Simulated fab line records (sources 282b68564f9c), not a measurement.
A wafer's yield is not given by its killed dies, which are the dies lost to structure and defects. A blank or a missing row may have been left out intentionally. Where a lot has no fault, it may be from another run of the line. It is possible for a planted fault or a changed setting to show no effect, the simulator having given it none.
Matching of chambers / flow ritCmos / RIT_CONTACT_CVD_00 on pecvd-01: 3 sister chambers
The step deposits SiO2 from TEOS, target thk 400 nm, time 61 s. 6 wafers are shown with their chamber, then 7 later ones without.

WAFERS WITH THEIR CHAMBER
wafer=L468.6; chamber=2; heaterPowerW (W)=320
wafer=L471.1; chamber=0; heaterPowerW (W)=372
wafer=L474.5; chamber=2; heaterPowerW (W)=350
wafer=L474.6; chamber=0; heaterPowerW (W)=278
wafer=L477.3; chamber=1; heaterPowerW (W)=312
wafer=L477.4; chamber=1; heaterPowerW (W)=323

WAFERS MISSING THEIR CHAMBER
wafer=L477.6; heaterPowerW (W)=334
wafer=L480.1; heaterPowerW (W)=313
wafer=L480.3; heaterPowerW (W)=293
wafer=L480.5; heaterPowerW (W)=326
wafer=L483.1; heaterPowerW (W)=373
wafer=L483.4; heaterPowerW (W)=311
wafer=L483.5; heaterPowerW (W)=314

CHAMBER TAKEN BY EACH
wafer=L477.6; from the rows above=can't be placed: 2 or 0 or 1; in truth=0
wafer=L480.1; from the rows above=can't be placed: 1 or 0 or 2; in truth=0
wafer=L480.3; from the rows above=can't be placed: 1 or 0 or 2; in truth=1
wafer=L480.5; from the rows above=can't be placed: 0 or 1 or 2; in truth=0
wafer=L483.1; from the rows above=can't be placed: 2 or 0 or 1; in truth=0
wafer=L483.4; from the rows above=can't be placed: 1 or 0 or 2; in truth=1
wafer=L483.5; from the rows above=can't be placed: 1 or 0 or 2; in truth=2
Correct placement for 0 of the 7. From these rows, 7 cannot be placed; in 7 the true chamber is one of the candidates. 0 placed wrongly.
How it was worked out, from the rows above alone: a wafer's distance from a chamber is the root of the sum, over the readings, of the square of ((its reading less the chamber's mean) divided by the reading's scatter). The wafer belongs to the nearest chamber; if the next one is less than 2 further off, it can't be placed. Each chamber's mean is taken over the wafers shown for it. The scatter: take each reading less its chamber's mean, square it, sum over the shown wafers, divide by the number of wafers less the number of chambers, and take the root.
